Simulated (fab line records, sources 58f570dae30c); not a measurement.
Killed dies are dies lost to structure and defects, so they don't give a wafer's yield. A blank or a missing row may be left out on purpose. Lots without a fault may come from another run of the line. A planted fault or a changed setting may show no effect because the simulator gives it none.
Tool commonality check | flow berkeley_cmos170 | 14 lots, 54 wafers sampled

WHY IT WAS OPENED
At UCB170_NWELL_OVL_MEAS_12 the reading NWELL_OVL is flagged on 4 of 14 lots. Wafers without a fault read -1 nm, standard deviation 5.4.
Rule: a lot is flagged when every wafer of it that has a number lies more than 4 standard deviations from that mean, or none has a number. The other lots count as sound.

lot  | measured    | on         | NWELL_OVL (nm), wafer by wafer | flag
L273 | day 2 00:22 | overlay-02 | -4 1 -11                       |
L274 | day 2 07:10 | overlay-02 | 3 -3 1                         |
L275 | day 2 10:11 | overlay-02 | -4 -2 3                        |
L280 | day 3 21:13 | overlay-01 | 673 687 684 683 684 681        | FLAGGED
L281 | day 4 01:22 | overlay-02 | 682 685 682 692 681 680        | FLAGGED
L283 | day 4 05:28 | overlay-01 | 1 -3 -7                        |
L282 | day 4 05:50 | overlay-02 | 668 668 678 678 678 675        | FLAGGED
L284 | day 4 10:46 | overlay-01 | 689 688 674 686 685 684        | FLAGGED
L287 | day 5 04:44 | overlay-02 | -1 -1 -2                       |
L289 | day 5 16:27 | overlay-01 | -7 -1 -10                      |
L291 | day 6 03:18 | overlay-02 | 9 2 3                          |
L292 | day 6 06:23 | overlay-01 | -1 0 0                         |
L293 | day 6 08:06 | overlay-02 | 1 1 0                          |
L294 | day 6 11:23 | overlay-02 | 0 -4 -4                        |
The numbers of the flagged lots are 681 nm on average: +682 nm against the usual, or +99 or more standard deviations.

WHICH TOOL RAN EACH LOT
The record holds 1 process step before the reading, out of a route of 331 steps. In each cell: the tool, then ch and the chambers that the sampled wafers went through, then the start.
lot  | flag    | UCB170_NWELL_EXPOSE_09
L273 |         | krf_scanner-02 ch 0, day 1 23:58
L274 |         | krf_scanner-02 ch 0, day 2 06:31
L275 |         | krf_scanner-02 ch 0, day 2 09:47
L280 | FLAGGED | krf_scanner-02 ch 0, day 3 20:47
L281 | FLAGGED | krf_scanner-02 ch 0, day 4 00:44
L283 |         | krf_scanner-01 ch 0, day 4 04:52
L282 | FLAGGED | krf_scanner-02 ch 0, day 4 05:20
L284 | FLAGGED | krf_scanner-02 ch 0, day 4 09:56
L287 |         | krf_scanner-01 ch 0, day 5 04:05
L289 |         | krf_scanner-01 ch 0, day 5 16:04
L291 |         | krf_scanner-01 ch 0, day 6 02:16
L292 |         | krf_scanner-01 ch 0, day 6 05:31
L293 |         | krf_scanner-01 ch 0, day 6 07:41
L294 |         | krf_scanner-01 ch 0, day 6 11:00
What these steps do:
- UCB170_NWELL_EXPOSE_09: exposes mask NWELL, target cd 3000 nm.
- UCB170_NWELL_OVL_MEAS_12

FLAGGED OVER TOTAL, TOOL BY TOOL (the gauges that took the reading come last)
step                     | tool           | lots run | flagged | share of the flagged lots | sound lots run after its first flagged lot
UCB170_NWELL_EXPOSE_09   | krf_scanner-01 | 7        | 0       | none                      | -
UCB170_NWELL_EXPOSE_09   | krf_scanner-02 | 7        | 4       | all                       | 0
UCB170_NWELL_OVL_MEAS_12 | overlay-01     | 5        | 2       | some                      | 3 (L283,L289,L292)
UCB170_NWELL_OVL_MEAS_12 | overlay-02     | 9        | 2       | some                      | 4 (L287,L291,L293,L294)

WHAT THE TABLE ALLOWS
1 row of the table ran every flagged lot: krf_scanner-02 at UCB170_NWELL_EXPOSE_09.
- krf_scanner-02 at UCB170_NWELL_EXPOSE_09: 4 of its 7 lots flagged. Its last sound lot is L275 (day 2 09:47), its first flagged lot L280 (day 3 20:47): a fault that began between those two fits.
One tool is left: krf_scanner-02 at UCB170_NWELL_EXPOSE_09.

WHAT THE SIMULATOR HAD PUT IN
Scanner matching overlay: krf_scanner-02, from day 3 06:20 on, at UCB170_NWELL_EXPOSE_09. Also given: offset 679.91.
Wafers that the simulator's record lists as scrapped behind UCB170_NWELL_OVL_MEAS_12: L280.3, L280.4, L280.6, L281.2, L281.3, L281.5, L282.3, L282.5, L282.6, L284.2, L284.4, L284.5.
Lots struck among those shown: L280, L281, L282, L284. The rule above found the same.
